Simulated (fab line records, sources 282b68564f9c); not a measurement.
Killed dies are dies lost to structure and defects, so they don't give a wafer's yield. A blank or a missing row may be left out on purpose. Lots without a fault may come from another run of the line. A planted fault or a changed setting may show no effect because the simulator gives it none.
A struck lot beside a sound one | flow rit_cmos | 16 steps out of a route of 202
Sound: wafers L716.1, L716.3, L716.6. Struck: wafers L722.2, L722.4, L722.6. The cause comes at the end.
At each step with rows: each side's tool, then ch and its chambers, then its first start. Under that, the readings that differ: sound wafers | struck wafers | difference of the means | sigmas: that difference in standard deviations of wafers without a fault.
alike: readings whose means differ by less than 2 such deviations, and words and numbers that are the same on both sides. not compared: withheld readings, readings that some wafer has no value for, bounds like >300 that may hide the same value, and numbers for which the record gives no deviation and whose values overlap.
The two part at a step that has a row with sigmas, a row that says differs or no value, or rows on one side only. Numbers that don't overlap but have no deviation are shown without sigmas and don't part them. A reading that every wafer of one side lacks parts them only if that side has two wafers or more.

first, 4 steps without rows for these wafers: RIT_ACTIVE_SOFTBAKE_07 (time 60 s); RIT_ACTIVE_EXPOSE_08 (exposes mask M1, target cd 1400 nm); RIT_ACTIVE_PEB_09; RIT_ACTIVE_DEVELOP_10 (develop time 50 s).
RIT_ACTIVE_CD_MEAS_11: target cd 1400 nm.
  sound on cd_sem-02, day 3 22:47; struck on cd_sem-02, day 4 22:05
  alike: cd_nm
then, 1 step without rows for these wafers: RIT_ACTIVE_HARDBAKE_12 (time 60 s).
RIT_ACTIVE_ETCH_13: etches Si3N4 in SF6, stops on SiO2, time 210 s, target depth 210 nm.
  sound on rie_diel-04 ch 0,2,3, day 3 23:03; struck on rie_diel-02 ch 2,3, day 4 22:22
  alike: SF6_flow_sccm, drypump_motor_current_A, oes_product_au, rf_fwd_power_W, throttle_valve_pct
  not compared: rf_hours_counter_h
RIT_ACTIVE_STRIP_14: strips in O2, time 180 s.
  sound on plasma_asher-03 ch 0,1, day 3 23:11; struck on plasma_asher-03 ch 0,1, day 4 22:30
  alike: drypump_motor_current_A
  not compared: rf_hours_counter_h
RIT_ACTIVE_CD_MEAS_90: target cd 1400 nm.
  sound on cd_sem-01, day 3 23:21; struck on cd_sem-01, day 4 22:41
  alike: cd_nm
then, 3 steps without rows for these wafers: RIT_ACTIVE_CLEAN_15 (cleans in SC1, time 600 s); RIT_ACTIVE_CLEAN_16 (cleans in dHF, time 30 s); RIT_ACTIVE_CLEAN_17 (cleans in SC2, time 600 s).
RIT_FOX1_OXIDATION_00: target thk 350.7 nm, ox time 1130 s.
  sound on furnace-03 ch 0, day 4 05:14; struck on furnace-03 ch 0, day 5 00:41
  reading                                     | sound                | struck               | difference | sigmas
  spike_tc_centre_C (C)                       | 1104.3 1104.4 1103.5 | 1128.1 1129.2 1128.9 | +24.7      | +15
  spike_tc_load_C (C)                         | 1132 1130 1128       | 1155 1155 1155       | +25        | +8
  spike_tc_source_C (C)                       | 1128 1129 1128       | 1154 1153 1152       | +25        | +7
  tube_center_temp_C (C)                      | 1099.9 1100 1100     | 1124.8 1124.8 1124.8 | +24.8      | +99 or more
  tube_center_temp_C_max                      | 1102.8 1103.0 1102.8 | 1127.4 1127.3 1127.5 | +24.5      | +56
  model.SiO2_of_FOX1_OXIDATION_00.thk_nm (nm) | 347.9 339.6 344.9    | 393.9 399.4 394.8    | +51.9      |
RIT_FOX1_THK_MEAS_01:
  sound on film_metro-01, day 4 06:34; struck on film_metro-04, day 5 02:01
  reading             | sound       | struck      | difference | sigmas
  FOX1_OXIDE_THK (nm) | 348 340 345 | 394 399 395 | +52        | +10
then, 1 step without rows for these wafers: RIT_FOX1_WET_ETCH_02 (etches SiO2 in BOE, target depth 350 nm, time 390 s).
RIT_M1_PROBE_99:
  sound on prober-01, day 6 14:22; struck on prober-02, day 7 00:44
  reading             | sound | struck  | difference | sigmas
  killed_at_front_end | 5 4 4 | 11 14 7 | +6         | +2
  killed_dies         | 5 4 4 | 11 14 7 | +6         | +2
  alike: killed_on_rim, killed_open, killed_short

WHERE THEY PART
First at RIT_FOX1_OXIDATION_00; last, within this record, at RIT_M1_PROBE_99.

WHY: what the simulator had put in
Process parameter drift: furnace-03, from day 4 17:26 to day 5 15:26, at RIT_FOX1_OXIDATION_00. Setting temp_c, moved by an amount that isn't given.
